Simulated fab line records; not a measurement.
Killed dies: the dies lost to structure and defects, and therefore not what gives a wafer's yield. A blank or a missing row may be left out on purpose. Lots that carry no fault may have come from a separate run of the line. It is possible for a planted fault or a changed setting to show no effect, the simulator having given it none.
Which tool was responsible?	flow ritCmos	21 wafers from 7 lots sampled at 3 of the route's 202 steps

== WHAT THE GAUGES SHOWED, per wafer ==
RIT_SILICIDE_RS_MEAS_02: measures by four-point-probe.
lot	measured	on	SILICIDE_TI_RS (ohm/sq)
L969	day 3 06:40	filmMetro-02	47.8 47.3 47.7
L971	day 3 17:55	filmMetro-02	46.1 46.6 46.6
L976	day 4 19:38	filmMetro-04	47.8 47.5 47.6
L980	day 5 12:58	filmMetro-02	- - -
L982	day 5 23:44	filmMetro-03	- - -
L986	day 7 00:23	filmMetro-03	48.0 48.1 49.0
L989	day 7 17:29	filmMetro-04	49.5 48.7 48.8

== WHICH TOOL RAN EACH LOT (tool, then ch and the chambers of the sampled wafers, then the start) ==
lot	RIT_NSD_STRIP_09	RIT_SILICIDE_SPUTTER_01
L969	plasmaAsher-04 ch 0,1, day 3 03:42	pvdSputter-01, day 3 06:29
L971	plasmaAsher-04 ch 0,1, day 3 15:11	pvdSputter-02, day 3 17:46
L976	plasmaAsher-03 ch 0,1, day 4 16:44	pvdSputter-03, day 4 19:29
L980	plasmaAsher-03 ch 0,1, day 5 10:13	pvdSputter-01, day 5 12:49
L982	plasmaAsher-04 ch 0, day 5 20:59	pvdSputter-01, day 5 23:34
L986	plasmaAsher-02 ch 0,1, day 6 21:36	pvdSputter-01, day 7 00:14
L989	plasmaAsher-03 ch 0,1, day 7 14:27	pvdSputter-03, day 7 17:20
- RIT_NSD_STRIP_09: strips in O2, time 180 s.
- RIT_SILICIDE_SPUTTER_01: material Ti, target thk 30 nm, time 240 s.

== THE ANSWER, worked out from the rows above alone ==
Rule: the usual values come from the lots themselves. Put in order of their means at a reading, lots are off if they are a third of the lots or fewer, leave a main group of 4 or more, and stand apart from it by a gap of 3 or more times the standard deviation of the main group's means; of several such gaps the widest counts. If all means in a main group match to the digits the tables above print for the reading, that group is not used. A lot without any number at a reading at which 4 lots or more have one is off too. Any other lot the step has rows for is counted as sound.
Off: at RIT_SILICIDE_RS_MEAS_02 (SILICIDE_TI_RS), L980, L982. Without a number there: L980, L982. For the main group the mean is 47.8 ohm/sq and the standard deviation 0.86.
If a tool, at a process step before that reading, ran all the lots that are off and no sound lot after the first of them, it fits. Gauges at RIT_SILICIDE_RS_MEAS_02: tried the same way as those tools. Not one of the candidates tried fits.

== WHAT WAS PUT IN BY THE SIMULATOR ==
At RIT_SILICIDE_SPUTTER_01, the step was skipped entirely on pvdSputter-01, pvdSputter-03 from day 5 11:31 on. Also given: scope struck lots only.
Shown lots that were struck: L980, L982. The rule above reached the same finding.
